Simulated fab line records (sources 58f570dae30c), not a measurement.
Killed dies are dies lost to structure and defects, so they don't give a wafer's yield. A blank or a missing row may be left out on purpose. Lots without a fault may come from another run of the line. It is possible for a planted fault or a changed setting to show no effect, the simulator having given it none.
Lot-split experiment | flow berkeley-cmos170 | 23 wafers read across 5 lots, on a route 331 steps long

## THE SPLIT ITSELF
At UCB170_SDANNEAL_RTA_01 (time 5 s), the setting time-s was moved away from the recipe's 5 s on 6 of the 23 wafers read, by -12.6% to +14.6%. The other wafers ran this setting at the recipe's value.

## SPLIT TO READING: what lies between them in the file, 1 step
- UCB170_SDANNEAL_RS_MEAS_02: measures by four-point-probe

## THE READING
At UCB170_SDANNEAL_RS_MEAS_03, a four-point-probe measurement gives NSD_RS in ohm/sq. Fault-free wafers of this fab line usually give 37.31 ohm/sq, standard deviation 0.094 ohm/sq.

wafer  | tool, chamber at the split | time-s as run, s | against the recipe | NSD_RS, ohm/sq | against lot-mates on the recipe
L074.2 | rtp-anneal-02, 0           | 5                | recipe             | 37.39          | -
L074.3 | rtp-anneal-02, 0           | 5                | recipe             | 37.39          | -
L074.4 | rtp-anneal-02, 0           | 5                | recipe             | 37.46          | -
L078.1 | rtp-anneal-01, 0           | 5                | recipe             | 37.35          | -
L078.2 | rtp-anneal-01, 0           | 4.368            | -12.6%             | 37.73          | +0.42
L078.3 | rtp-anneal-01, 0           | 4.368            | -12.6%             | 37.76          | +0.45
L078.5 | rtp-anneal-01, 0           | 5                | recipe             | 37.27          | -
L078.6 | rtp-anneal-01, 0           | 5                | recipe             | 37.32          | -
L077.1 | rtp-anneal-02, 0           | 5.732            | +14.6%             | 36.85          | -0.46
L077.2 | rtp-anneal-02, 0           | 5                | recipe             | 37.30          | -
L077.3 | rtp-anneal-02, 0           | 5                | recipe             | 37.29          | -
L077.4 | rtp-anneal-02, 0           | 5                | recipe             | 37.33          | -
L077.6 | rtp-anneal-02, 0           | 5.732            | +14.6%             | 36.88          | -0.43
L079.1 | rtp-anneal-01, 0           | 5                | recipe             | 37.22          | -
L079.2 | rtp-anneal-01, 0           | 5                | recipe             | 37.24          | -
L079.4 | rtp-anneal-01, 0           | 5                | recipe             | 37.38          | -
L079.5 | rtp-anneal-01, 0           | 4.647            | -7.1%              | 37.48          | +0.20
L079.6 | rtp-anneal-01, 0           | 4.647            | -7.1%              | 37.58          | +0.30
L083.1 | rtp-anneal-02, 0           | 5                | recipe             | 37.32          | -
L083.2 | rtp-anneal-02, 0           | 5                | recipe             | 37.24          | -
L083.3 | rtp-anneal-02, 0           | 5                | recipe             | 37.35          | -
L083.4 | rtp-anneal-02, 0           | 5                | recipe             | 37.35          | -
L083.5 | rtp-anneal-02, 0           | 5                | recipe             | 37.34          | -

THE FIT
A straight line over all 23 wafers: NSD_RS changes by -0.0318 ohm/sq for each +1% of time-s; r = -0.96; the points scatter about the line by 0.058 ohm/sq.
The same after taking each lot's own level away (the mean of its wafers on the recipe; 23 wafers): -0.0322 ohm/sq for each +1%; r = -0.98; scatter 0.044 ohm/sq.
On that fit, the largest move of time-s shifts the reading by 0.47 ohm/sq.
Measured against the standard deviation above, the lots' own levels, which go from 37.280 to 37.413 ohm/sq, span 1.4 times it.
The two slopes agree, so the slope changes little with the lot-to-lot level.
Check: for one of the wafers moved furthest among these (+14.6%), held out of the fit, the line's prediction against its lot-mates is -0.468 ohm/sq. Against them it came out at -0.457 ohm/sq.

## OTHER SPLITS APPLIED TO THESE WAFERS
Before the reading, these wafers also passed through other splits. Each is held against what the fit with the lots' levels taken away leaves over:
other split on the same wafers   | wafers away from the commonest value | r with NSD_RS (lot level and that fit taken away)
UCB170_NSD_PEB_04 peb-temp-c     | 6                                    | +0.19
UCB170_BACKSIDE_COAT_01 spin-rpm | 4                                    | +0.02

## THE WHOLE CHAIN: every reading that the file lists as answering this split, in the file's order
step                       | what it does                 | reading | change (the file's fit)             | r (the file's)
UCB170_SDANNEAL_RS_MEAS_02 | measures by four-point-probe | PSD_RS  | -0.175 for each +1% of the setting  | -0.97
UCB170_SDANNEAL_RS_MEAS_03 | measures by four-point-probe | NSD_RS  | -0.0325 for each +1% of the setting | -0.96

## THE FILE'S OWN FIT
NSD_RS changes by -0.0325 ohm/sq for each +1% of time-s, r = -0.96.
